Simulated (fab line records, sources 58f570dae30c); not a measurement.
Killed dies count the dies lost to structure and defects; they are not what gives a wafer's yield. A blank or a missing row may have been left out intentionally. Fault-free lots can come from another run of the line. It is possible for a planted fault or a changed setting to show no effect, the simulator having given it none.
Which of the tools did it?    flow berkeley cmos170    14 lots with 42 wafers sampled at 2 steps, on a route of 331 steps

## WHAT THE GAUGES READ, wafer by wafer
UCB170_GATE_THK_MEAS_02.
lot   measured      on             GATE_OXIDE_THK (nm)
L594  day 7 06:36   film metro-01  6.63 6.76 6.63
L595  day 7 06:36   film metro-03  6.76 6.72 6.79
L597  day 7 22:06   film metro-03  6.71 6.54 6.71
L598  day 7 22:07   film metro-02  6.57 6.52 6.67
L600  day 7 22:08   film metro-01  6.69 6.55 6.56
L601  day 8 11:07   film metro-01  6.81 6.66 6.84
L602  day 8 11:07   film metro-03  6.63 6.69 6.78
L603  day 8 11:07   film metro-02  6.53 6.55 6.58
L604  day 9 00:58   film metro-02  6.56 6.53 6.48
L606  day 9 11:13   film metro-03  6.55 6.61 6.68
L608  day 9 19:53   film metro-01  8.95 8.90 8.98
L609  day 9 19:53   film metro-02  8.61 8.61 8.67
L616  day 11 23:11  film metro-02  6.58 6.55 6.63
L617  day 11 23:16  film metro-03  6.58 6.61 6.56

## WHAT TOOL EACH LOT RAN ON (gives the tool, then ch and the chambers of the sampled wafers, and finally the start)
lot   UCB170_GATE_OXIDATION_01
L594  furnace-02 ch 0, day 7 05:06
L595  furnace-02 ch 0, day 7 05:06
L597  furnace-04 ch 0, day 7 20:34
L598  furnace-04 ch 0, day 7 20:34
L600  furnace-04 ch 0, day 7 20:34
L601  furnace-02 ch 0, day 8 09:36
L602  furnace-02 ch 0, day 8 09:36
L603  furnace-02 ch 0, day 8 09:36
L604  furnace-01 ch 0, day 8 23:28
L606  furnace-02 ch 0, day 9 09:43
L608  furnace-02 ch 0, day 9 18:23
L609  furnace-02 ch 0, day 9 18:23
L616  furnace-01 ch 0, day 11 21:41
L617  furnace-01 ch 0, day 11 21:41
- UCB170_GATE_OXIDATION_01: target thk 6.6 nm, ox time 1800 s.

## WHAT THE TOOLS THEMSELVES READ (means of the sampled wafers that have a number; where no wafer has one, the mark that the record gives instead)
UCB170_GATE_OXIDATION_01.
lot   tool        ox temp c (C)
L594  furnace-02  849.6
L595  furnace-02  849.8
L597  furnace-04  849.6
L598  furnace-04  850.0
L600  furnace-04  849.7
L601  furnace-02  849.9
L602  furnace-02  849.7
L603  furnace-02  849.9
L604  furnace-01  850.4
L606  furnace-02  850.5
L608  furnace-02  850.3
L609  furnace-02  849.8
L616  furnace-01  850.2
L617  furnace-01  850.0

## THE ANSWER, worked out from the rows above alone
Rule: usual is defined by the lots themselves. The widest of any qualifying gaps counts: lots, ordered by their means at a reading, are off when they make up no more than a third of the lots, leave a main group of 4 or more, and stand apart from it by 3 or more times the standard deviation of that group's means. A main group is skipped when, at the precision printed for the reading in the tables above, its means are all equal. A lot without any number at a reading at which 4 lots or more have one is off too. Where the step has rows for the other lots, those lots are counted as sound. The gauges are gone through in route order, then the tools' own readings, and for those a lot's mean is taken as printed above. The first step at which some lot is off is used, and at that step the reading that is off furthest; a lot without a number counts as furthest.
Off: L608, L609, at UCB170_GATE_THK_MEAS_02 (GATE_OXIDE_THK). The main group: mean 6.63 nm, standard deviation 0.075.
A tool fits if, at a process step before that reading, it ran every lot that is off, and no sound lot after the first of them. Those tools and the gauges at UCB170_GATE_THK_MEAS_02 are tried in the same way. One fits: UCB170_GATE_OXIDATION_01 on furnace-02. A fault onset in the window from L606 (day 9 09:43, its last sound lot) to L608 (day 9 18:23, its first lot off) fits.

## WHAT THE SIMULATOR HAD INSERTED
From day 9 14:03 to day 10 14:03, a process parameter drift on furnace-02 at UCB170_GATE_OXIDATION_01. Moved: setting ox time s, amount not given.
Lots struck among those shown: L608, L609. Same finding as the rule above.
